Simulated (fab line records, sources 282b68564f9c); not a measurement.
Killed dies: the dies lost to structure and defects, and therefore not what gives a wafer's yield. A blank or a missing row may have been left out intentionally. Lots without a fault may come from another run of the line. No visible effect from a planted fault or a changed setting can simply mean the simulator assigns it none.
Code-filled problem report in 8D (eight disciplines) form	flow ritCmos	the parts of the form that need people (team, actions taken, sign-off) are left out

== 1. THE ISSUE ==
Wafers without a fault read 7.5, standard deviation 2.8; killedAtFrontEnd at RIT_M1_PROBE_99 reads a mean of 35.3 on 9 wafers belonging to 3 lots. That puts it +9.9 standard deviations away from the usual mean.
Earliest sighting: wafer L424.1 on prober-01 at day 7 11:50. The record has a number at this step for 45 wafers belonging to 15 lots. The rule behind "out" and "out of limits": a value lying over 4 standard deviations away from the usual mean. The other wafers with a number count as sound.

== 2. WHAT THIS IS AND IS NOT ==
question	is	is not
which readings at this step	killedAtFrontEnd, killedDies, killedOnRim	killed_at_M0_to_M3
which lots	L424, L426, L427	L405, L406, L407, L408, L409, L411, L412, L413, L414, L416, L421, L422
which wafers of those lots	all that have a number	-
read on which tools	prober-01, prober-02	-
when	from day 7 11:50	up to then (36 sound wafers)

== 3. SUSPECTS, AND WHAT RULES EACH OUT ==
Counting: any tool at a process step up to the reading is kept as a suspect provided that every lot that is out went through it and no sound lot did after the first of them.
- lpcvd-01 at RIT_ACTIVE_CVD_03 (deposits Si3N4 from SiH2Cl2/NH3, target thk 150 nm, time 1500 s): kept. All lots that are out passed through it, beginning with L424 at day 5 11:53, and no sound lot followed; its final sound lot before that point was L422 at day 5 02:50.
Remaining after the count: lpcvd-01 at RIT_ACTIVE_CVD_03.

== 4. THE CAUSE (what the simulator had put in) ==
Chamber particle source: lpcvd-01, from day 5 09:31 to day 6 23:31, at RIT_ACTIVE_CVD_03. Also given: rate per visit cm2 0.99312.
The count eliminated every tool but this one.

== 5. THE EFFECT CHAIN, in route order ==
Each row: a reading whose mean over the struck wafers that have a number lies more than 3 standard deviations from the usual. Scope: only readings with a usual standard deviation given in the record; hours: median across lots of the time from each lot's start at the first step in this table that gives one to its start at this step; sigmas: change in usual standard deviations.
hours	step	reading	usual	on struck wafers	change	sigmas
0	RIT_M1_PROBE_99	killedAtFrontEnd	7.5	35.3	+27.8	+9.9
0	RIT_M1_PROBE_99	killedDies	7.6	35.4	+27.8	+9.6
0	RIT_M1_PROBE_99	killedOnRim	2.1	10.9	+8.8	+6.3
Here are the process steps it includes:
- RIT_M1_PROBE_99

== 6. WHAT WOULD HAVE CAUGHT IT SOONER ==
In this record no reading fell out of limits until day 7 11:50, 50 hours after the fault had begun at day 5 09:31.
Each of the lots that are out, 3 in all, had begun RIT_ACTIVE_CVD_03 on lpcvd-01 no later than day 7 11:50. Had the tool been put on hold then, not one of them would have been saved.
